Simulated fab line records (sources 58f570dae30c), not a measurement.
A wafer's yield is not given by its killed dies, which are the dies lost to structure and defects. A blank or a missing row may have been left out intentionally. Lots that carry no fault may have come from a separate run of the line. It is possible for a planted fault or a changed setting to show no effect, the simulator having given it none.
Split-lot experiment	flow berkeley-cmos170	23 wafers read across 5 lots, on a route 331 steps long

== ON THE SPLIT ==
At UCB170_V1_PEB_10, the setting peb-temp-c was moved away from the recipe's 130 C on 11 of the 23 wafers read, by -1.5% to +2.7%. This setting was run at the recipe's value on the other wafers.

== FROM THE SPLIT TO THE READING: what the file shows between them, 1 step ==
- UCB170_V1_DEVELOP_11: develop time 45 s

== THE READING ==
Shown in nm: cd-nm at UCB170_V1_CD_MEAS_12, with target cd 700 nm. A value of 699.4 nm with a standard deviation of 1.3 nm is what fault-free wafers of this fab line usually give.

wafer	tool, chamber at the split	peb-temp-c as run, C	against the recipe	cd-nm, nm	against lot-mates on the recipe
L076.1	litho-track-02, 0	131.8	+1.4%	709.6	+11.1
L076.2	litho-track-02, 0	130	recipe	698.9	-
L076.3	litho-track-02, 0	130	recipe	698.1	-
L076.4	litho-track-02, 0	131.8	+1.4%	709.2	+10.7
L076.5	litho-track-02, 0	131.8	+1.4%	709.8	+11.3
L077.2	litho-track-01, 0	130	recipe	700.4	-
L077.4	litho-track-01, 0	130	recipe	699.1	-
L077.5	litho-track-01, 0	130	recipe	701.0	-
L075.1	litho-track-01, 0	128.5	-1.2%	690.5	-11.8
L075.2	litho-track-01, 0	128.5	-1.2%	692.1	-10.2
L075.3	litho-track-01, 0	130	recipe	702.0	-
L075.4	litho-track-01, 0	130	recipe	702.6	-
L075.5	litho-track-01, 0	128.5	-1.2%	691.4	-10.9
L078.2	litho-track-01, 0	130	recipe	699.6	-
L078.3	litho-track-01, 0	128	-1.5%	685.0	-13.4
L078.4	litho-track-01, 0	128	-1.5%	684.4	-14.0
L078.5	litho-track-01, 0	130	recipe	697.8	-
L078.6	litho-track-01, 0	130	recipe	697.9	-
L083.1	litho-track-03, 0	130	recipe	699.0	-
L083.2	litho-track-03, 0	130	recipe	697.8	-
L083.4	litho-track-03, 0	133.5	+2.7%	716.9	+18.5
L083.5	litho-track-03, 0	133.5	+2.7%	718.9	+20.5
L083.6	litho-track-03, 0	133.5	+2.7%	718.1	+19.7

FIT RESULTS
A straight line over all 23 wafers: cd-nm changes by +7.38 nm for each +1% of peb-temp-c; r = +0.98; the points scatter about the line by 1.7 nm.
The same after taking each lot's own level away (the mean of its wafers on the recipe; 23 wafers): +7.94 nm for each +1%; r = +0.99; scatter 1.1 nm.
According to that fit, moving peb-temp-c by its largest amount changes the reading by 21 nm.
Across the lots, their own levels run from 698.40 to 702.30 nm, a range of 3.0 times the standard deviation given above.
The two slopes are in agreement: the lot-to-lot level therefore moves the slope only a little.
Check: with one of the wafers moved furthest among these (+2.7%) left out of the fit, the line predicts +21.4 nm for it against its lot-mates. Against them it came out at +18.5 nm.

== THE OTHER SPLITS THESE WAFERS WENT THROUGH ==
Note: prior to the reading, these wafers also went through further splits. Each is held against what the fit with the lots' levels taken away leaves over:
other split on the same wafers	wafers away from the commonest value	r with cd-nm (lot level and that fit taken away)
UCB170_PSD_IMPLANT_08 dose-cm2	9	+0.34
UCB170_NSD_IMPLANT_08 energy-kev	10	+0.01
UCB170_BACKSIDE_SOFTBAKE_02 time-s	12	-0.25
UCB170_CONTACT_PEB_13 peb-temp-c	10	-0.26

== FILE'S OWN FIT ==
cd-nm changes by +7.91 nm for each +1% of peb-temp-c, r = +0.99.
